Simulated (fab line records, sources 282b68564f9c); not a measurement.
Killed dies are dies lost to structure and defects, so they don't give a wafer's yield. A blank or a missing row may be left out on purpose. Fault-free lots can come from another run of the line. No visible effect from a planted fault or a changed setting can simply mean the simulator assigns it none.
Which tool did it? + flow rit_cmos + 8 lots with 24 wafers sampled at 3 steps, on a route of 202 steps

WHAT THE GAUGES SHOWED, per wafer
RIT_NLDD_OVL_MEAS_06.
| lot  | measured    | on         | NLDD_OVL (nm)        |
|------|-------------|------------|----------------------|
| L766 | day 3 10:49 | overlay-02 | 1.1 1.3 0.1          |
| L768 | day 3 16:59 | overlay-01 | 0.0 1.9 1.9          |
| L770 | day 4 02:13 | overlay-02 | -0.2 -0.9 -1.6       |
| L773 | day 4 14:41 | overlay-02 | -2.2 0.0 -1.9        |
| L775 | day 5 00:18 | overlay-02 | 0.5 0.8 -0.2         |
| L777 | day 5 10:54 | overlay-01 | -298.4 -298.8 -297.6 |
| L781 | day 6 05:43 | overlay-02 | -0.9 -0.7 -0.3       |
| L785 | day 7 01:38 | overlay-01 | 2.3 2.0 1.2          |

TOOL THAT RAN EACH LOT (tool first, then ch and the chambers of the sampled wafers, then the start)
| lot  | RIT_ACTIVE_STRIP_14                 | RIT_NLDD_EXPOSE_03                 |
|------|-------------------------------------|------------------------------------|
| L766 | plasma_asher-01 ch 0,1, day 1 22:38 | iline_stepper-01 ch 0, day 3 10:25 |
| L768 | plasma_asher-01 ch 0,1, day 2 09:49 | iline_stepper-02 ch 0, day 3 16:35 |
| L770 | plasma_asher-02 ch 1, day 2 16:58   | iline_stepper-01 ch 0, day 4 01:49 |
| L773 | plasma_asher-01 ch 0,1, day 3 07:03 | iline_stepper-02 ch 0, day 4 14:17 |
| L775 | plasma_asher-02 ch 0,1, day 3 17:53 | iline_stepper-02 ch 0, day 4 23:55 |
| L777 | plasma_asher-02 ch 0,1, day 4 04:10 | iline_stepper-01 ch 0, day 5 10:31 |
| L781 | plasma_asher-04 ch 0,1, day 4 22:58 | iline_stepper-02 ch 0, day 6 05:19 |
| L785 | plasma_asher-04 ch 0,1, day 5 19:24 | iline_stepper-02 ch 0, day 7 01:14 |
- RIT_ACTIVE_STRIP_14: strips in O2, time 180 s.
- RIT_NLDD_EXPOSE_03: exposes mask M7, target cd 40700 nm.

THE ANSWER, worked out from the rows above alone
Rule: what is usual is taken from the lots themselves. Put in order of their means at a reading, lots are off if they are a third of the lots or fewer, leave a main group of 4 or more, and stand apart from it by a gap of 3 or more times the standard deviation of the main group's means; of several such gaps the widest counts. Not used: any main group whose means are identical at the precision the tables above print for the reading. A lot without any number at a reading at which 4 lots or more have one is off too. All remaining lots with rows at the step are treated as sound.
Off: at RIT_NLDD_OVL_MEAS_06 (NLDD_OVL), L777. For the main group the mean is 0.2 nm and the standard deviation 1.1.
If a tool, at a process step before that reading, ran all the lots that are off and no sound lot after the first of them, it fits. Those tools and the gauges at RIT_NLDD_OVL_MEAS_06 are tried in the same way. Can't be told from this: 2 tools fit, plasma_asher-02 at RIT_ACTIVE_STRIP_14, iline_stepper-01 at RIT_NLDD_EXPOSE_03.

WHAT THE SIMULATOR HAD INSERTED
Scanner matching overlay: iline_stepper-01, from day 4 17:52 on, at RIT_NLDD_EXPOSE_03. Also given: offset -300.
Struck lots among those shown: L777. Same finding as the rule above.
